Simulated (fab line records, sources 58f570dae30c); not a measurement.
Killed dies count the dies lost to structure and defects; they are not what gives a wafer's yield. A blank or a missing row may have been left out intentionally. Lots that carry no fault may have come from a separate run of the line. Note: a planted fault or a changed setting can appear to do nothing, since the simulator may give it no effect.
Split-lot trial | flow berkeley cmos170 | 23 wafers read from 5 lots, route of 331 steps

SPLIT DETAILS
At UCB170_NVT_IMPLANT_07, the setting dose cm2 was moved away from the recipe's 3e+12 on 12 of the 23 wafers read, by -6.9% to +6.7%. For the rest of the wafers, this setting stayed at what the recipe calls for.

THE PATH FROM SPLIT TO READING: the file shows 1 step between them
- UCB170_NVT_STRIP_08: strips in O2

THE READING
NVT_TW, at UCB170_NVT_TW_MEAS_09. Typical for fault-free wafers on this fab line: 527, with standard deviation 4.5.

wafer  | tool, chamber at the split | dose cm2 as run | against the recipe | NVT_TW | against lot-mates on the recipe
L076.1 | implanter-03, 0            | 3e+12           | recipe             | 530    | -
L076.2 | implanter-03, 0            | 2.839e+12       | -5.4%              | 520    | -8
L076.3 | implanter-03, 0            | 3e+12           | recipe             | 526    | -
L076.5 | implanter-03, 0            | 2.839e+12       | -5.4%              | 521    | -7
L076.6 | implanter-03, 0            | 2.839e+12       | -5.4%              | 515    | -13
L080.1 | implanter-03, 0            | 3.201e+12       | +6.7%              | 540    | +12
L080.2 | implanter-03, 0            | 3e+12           | recipe             | 529    | -
L080.3 | implanter-03, 0            | 3.201e+12       | +6.7%              | 542    | +14
L080.4 | implanter-03, 0            | 3e+12           | recipe             | 527    | -
L080.6 | implanter-03, 0            | 3.201e+12       | +6.7%              | 540    | +12
L081.2 | implanter-03, 0            | 3e+12           | recipe             | 529    | -
L081.3 | implanter-03, 0            | 3.19e+12        | +6.3%              | 542    | +12
L081.4 | implanter-03, 0            | 3.19e+12        | +6.3%              | 539    | +9
L081.5 | implanter-03, 0            | 3.19e+12        | +6.3%              | 539    | +9
L081.6 | implanter-03, 0            | 3e+12           | recipe             | 531    | -
L082.1 | implanter-04, 0            | 3e+12           | recipe             | 522    | -
L082.4 | implanter-04, 0            | 3e+12           | recipe             | 519    | -
L082.6 | implanter-04, 0            | 3e+12           | recipe             | 521    | -
L083.1 | implanter-02, 0            | 2.793e+12       | -6.9%              | 516    | -14
L083.2 | implanter-02, 0            | 3e+12           | recipe             | 529    | -
L083.4 | implanter-02, 0            | 3e+12           | recipe             | 530    | -
L083.5 | implanter-02, 0            | 2.793e+12       | -6.9%              | 518    | -12
L083.6 | implanter-02, 0            | 2.793e+12       | -6.9%              | 518    | -12

THE FIT
A straight line over all 23 wafers: NVT_TW changes by +1.76 for each +1% of dose cm2; r = +0.93; the points scatter about the line by 3.3.
The same after taking each lot's own level away (the mean of its wafers on the recipe; 23 wafers): +1.75 for each +1%; r = +0.98; scatter 1.6.
The reading moves by 12 for the largest change in dose cm2, on that fit.
Across the lots, their own levels run from 520.7 to 530.0, a range of 2.1 times the standard deviation given above.
Consequently the slope shifts little with the lot-to-lot level, the two slopes agreeing.
Check: -11.8 against its lot-mates is what the line predicts for one of the wafers moved furthest among these (-6.9%) when that wafer is left out of the fit. It came out at -13.5 against them.

OTHER SPLITS ON THESE WAFERS
Before the reading, these wafers also passed through other splits. Each is held against what the fit with the lots' levels taken away leaves over:
other split on the same wafers      | wafers away from the commonest value | r with NVT_TW (lot level and that fit taken away)
UCB170_START_OXIDATION_02 ox time s | 18                                   | -0.12
UCB170_PWELL_OXIDATION_02 temp c    | 15                                   | +0.07
UCB170_PWELL_PEB_11 peb temp c      | 6                                    | +0.00
UCB170_ACTIVE_COAT_08 resist thk nm | 7                                    | -0.10

FILE'S OWN FIT
NVT_TW changes by +1.76 for each +1% of dose cm2, r = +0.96.
